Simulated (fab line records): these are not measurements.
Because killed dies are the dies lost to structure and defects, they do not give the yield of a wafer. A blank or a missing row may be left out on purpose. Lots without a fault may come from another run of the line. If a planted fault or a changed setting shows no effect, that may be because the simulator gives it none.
Split-lot trial :: flow berkeley cmos170 :: 27 wafers read from 5 lots, route of 331 steps

## SPLIT DETAILS
At UCB170_CONTACT_CVD_01 (deposits PSG from SiH4/O2/PH3, target thk 700 nm, time 2820 s), the setting time s was moved away from the recipe's 2820 s on 24 of the 27 wafers read, by -39.8% to +55.0%. All remaining wafers had this setting at the recipe value.

## FROM THE SPLIT TO THE READING: what the file shows between them, 4 steps
- UCB170_CONTACT_THK_MEAS_02
- UCB170_CONTACT_HMDS_03: prime time 60 s
- UCB170_CONTACT_COAT_04: resist thk 900 nm
- UCB170_CONTACT_ETCH_17: etches BARC in N2/H2

## THE READING
oes product au, in a.u., at UCB170_CONTACT_ETCH_18 (etches PSG in CHF3/CF4/Ar, stops on TiSi2, target depth 840 nm, time 195 s). Typical for fault-free wafers on this fab line: 0.892 a.u., with standard deviation 0.011 a.u.

wafer: L078.2
tool, chamber at the split: lpcvd-01, 0
time s as run, s: 2820
against the recipe: recipe
oes product au, a.u.: 0.887
against lot-mates on the recipe: -

wafer: L078.3
tool, chamber at the split: lpcvd-01, 0
time s as run, s: 2820
against the recipe: recipe
oes product au, a.u.: 0.888
against lot-mates on the recipe: -

wafer: L078.5
tool, chamber at the split: lpcvd-01, 0
time s as run, s: 2820
against the recipe: recipe
oes product au, a.u.: 0.881
against lot-mates on the recipe: -

wafer: L082.1
tool, chamber at the split: -, -
time s as run, s: 1697
against the recipe: -39.8%
oes product au, a.u.: 0.682
against lot-mates on the recipe: no lot-mate on the recipe

wafer: L082.2
tool, chamber at the split: -, -
time s as run, s: 1697
against the recipe: -39.8%
oes product au, a.u.: 0.674
against lot-mates on the recipe: no lot-mate on the recipe

wafer: L082.3
tool, chamber at the split: -, -
time s as run, s: 1697
against the recipe: -39.8%
oes product au, a.u.: 0.687
against lot-mates on the recipe: no lot-mate on the recipe

wafer: L082.4
tool, chamber at the split: -, -
time s as run, s: 1697
against the recipe: -39.8%
oes product au, a.u.: 0.668
against lot-mates on the recipe: no lot-mate on the recipe

wafer: L082.5
tool, chamber at the split: -, -
time s as run, s: 1697
against the recipe: -39.8%
oes product au, a.u.: 0.687
against lot-mates on the recipe: no lot-mate on the recipe

wafer: L082.6
tool, chamber at the split: -, -
time s as run, s: 1697
against the recipe: -39.8%
oes product au, a.u.: 0.689
against lot-mates on the recipe: no lot-mate on the recipe

wafer: L080.1
tool, chamber at the split: -, -
time s as run, s: 4372
against the recipe: +55.0%
oes product au, a.u.: 0.994
against lot-mates on the recipe: no lot-mate on the recipe

wafer: L080.2
tool, chamber at the split: -, -
time s as run, s: 4372
against the recipe: +55.0%
oes product au, a.u.: 1.008
against lot-mates on the recipe: no lot-mate on the recipe

wafer: L080.3
tool, chamber at the split: -, -
time s as run, s: 4372
against the recipe: +55.0%
oes product au, a.u.: 0.976
against lot-mates on the recipe: no lot-mate on the recipe

wafer: L080.4
tool, chamber at the split: -, -
time s as run, s: 4372
against the recipe: +55.0%
oes product au, a.u.: 1.011
against lot-mates on the recipe: no lot-mate on the recipe

wafer: L080.5
tool, chamber at the split: -, -
time s as run, s: 4372
against the recipe: +55.0%
oes product au, a.u.: 0.983
against lot-mates on the recipe: no lot-mate on the recipe

wafer: L080.6
tool, chamber at the split: -, -
time s as run, s: 4372
against the recipe: +55.0%
oes product au, a.u.: 1.006
against lot-mates on the recipe: no lot-mate on the recipe

wafer: L081.1
tool, chamber at the split: -, -
time s as run, s: 3608
against the recipe: +27.9%
oes product au, a.u.: 0.975
against lot-mates on the recipe: no lot-mate on the recipe

wafer: L081.2
tool, chamber at the split: -, -
time s as run, s: 3608
against the recipe: +27.9%
oes product au, a.u.: 0.995
against lot-mates on the recipe: no lot-mate on the recipe

wafer: L081.3
tool, chamber at the split: -, -
time s as run, s: 3608
against the recipe: +27.9%
oes product au, a.u.: 0.996
against lot-mates on the recipe: no lot-mate on the recipe

wafer: L081.4
tool, chamber at the split: -, -
time s as run, s: 3608
against the recipe: +27.9%
oes product au, a.u.: 1.024
against lot-mates on the recipe: no lot-mate on the recipe

wafer: L081.5
tool, chamber at the split: -, -
time s as run, s: 3608
against the recipe: +27.9%
oes product au, a.u.: 1.015
against lot-mates on the recipe: no lot-mate on the recipe

wafer: L081.6
tool, chamber at the split: -, -
time s as run, s: 3608
against the recipe: +27.9%
oes product au, a.u.: 1.000
against lot-mates on the recipe: no lot-mate on the recipe

wafer: L085.1
tool, chamber at the split: -, -
time s as run, s: 2008
against the recipe: -28.8%
oes product au, a.u.: 0.746
against lot-mates on the recipe: no lot-mate on the recipe

wafer: L085.2
tool, chamber at the split: -, -
time s as run, s: 2008
against the recipe: -28.8%
oes product au, a.u.: 0.754
against lot-mates on the recipe: no lot-mate on the recipe

wafer: L085.3
tool, chamber at the split: -, -
time s as run, s: 2008
against the recipe: -28.8%
oes product au, a.u.: 0.745
against lot-mates on the recipe: no lot-mate on the recipe

wafer: L085.4
tool, chamber at the split: -, -
time s as run, s: 2008
against the recipe: -28.8%
oes product au, a.u.: 0.727
against lot-mates on the recipe: no lot-mate on the recipe

wafer: L085.5
tool, chamber at the split: -, -
time s as run, s: 2008
against the recipe: -28.8%
oes product au, a.u.: 0.755
against lot-mates on the recipe: no lot-mate on the recipe

wafer: L085.6
tool, chamber at the split: -, -
time s as run, s: 2008
against the recipe: -28.8%
oes product au, a.u.: 0.753
against lot-mates on the recipe: no lot-mate on the recipe

FIT RESULTS
A straight line over all 27 wafers: oes product au changes by +0.00353 a.u. for each +1% of time s; r = +0.96; the points scatter about the line by 0.041 a.u.
Too few moved wafers have a lot-mate on the recipe to fit a line with each lot's own level taken away.

## THE WHOLE CHAIN: every reading that the file lists as answering this split, in the file's order
step: UCB170_CONTACT_CVD_01
what it does: deposits PSG from SiH4/O2/PH3, target thk 700 nm, time 2820 s
reading: PSG_of_CONTACT_CVD_01.thk nm (the simulator's own value, which no gauge read)
change (the file's fit): +7.05 nm for each +1% of the setting
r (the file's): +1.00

step: UCB170_CONTACT_THK_MEAS_02
what it does: 
reading: CONTACT_PSG_THK
change (the file's fit): +7.05 for each +1% of the setting
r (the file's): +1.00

step: UCB170_CONTACT_ETCH_18
what it does: etches PSG in CHF3/CF4/Ar, stops on TiSi2, target depth 840 nm, time 195 s
reading: oes product au
change (the file's fit): +0.00353 a.u. for each +1% of the setting
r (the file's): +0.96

step: UCB170_CONTACT_ETCH_18
what it does: etches PSG in CHF3/CF4/Ar, stops on TiSi2, target depth 840 nm, time 195 s
reading: CONTACT.feature depth nm (the simulator's own value, which no gauge read)
change (the file's fit): +4.72 nm for each +1% of the setting
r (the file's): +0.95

step: UCB170_CONTACT_ETCH_18
what it does: etches PSG in CHF3/CF4/Ar, stops on TiSi2, target depth 840 nm, time 195 s
reading: etch.depth nm (the simulator's own value, which no gauge read)
change (the file's fit): +4.67 nm for each +1% of the setting
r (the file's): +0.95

step: UCB170_M1_METAL_ETCH_12
what it does: etches Al in Cl2/BCl3, stops on PSG, target depth 780 nm, time 130 s
reading: PSG_of_CONTACT_CVD_01.thk nm (the simulator's own value, which no gauge read)
change (the file's fit): +7.06 nm for each +1% of the setting
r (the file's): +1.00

step: UCB170_M3_PROBE_99
what it does: 
reading: etest.pldd.line ohm um (the simulator's own value, which no gauge read)
change (the file's fit): -17.8 for each +1% of the setting
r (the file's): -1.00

step: UCB170_M3_PROBE_99
what it does: 
reading: etest.nldd.line ohm um (the simulator's own value, which no gauge read)
change (the file's fit): -12.9 for each +1% of the setting
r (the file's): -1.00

## THE FILE'S OWN FIT
oes product au changes by +0.00353 a.u. for each +1% of time s, r = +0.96.
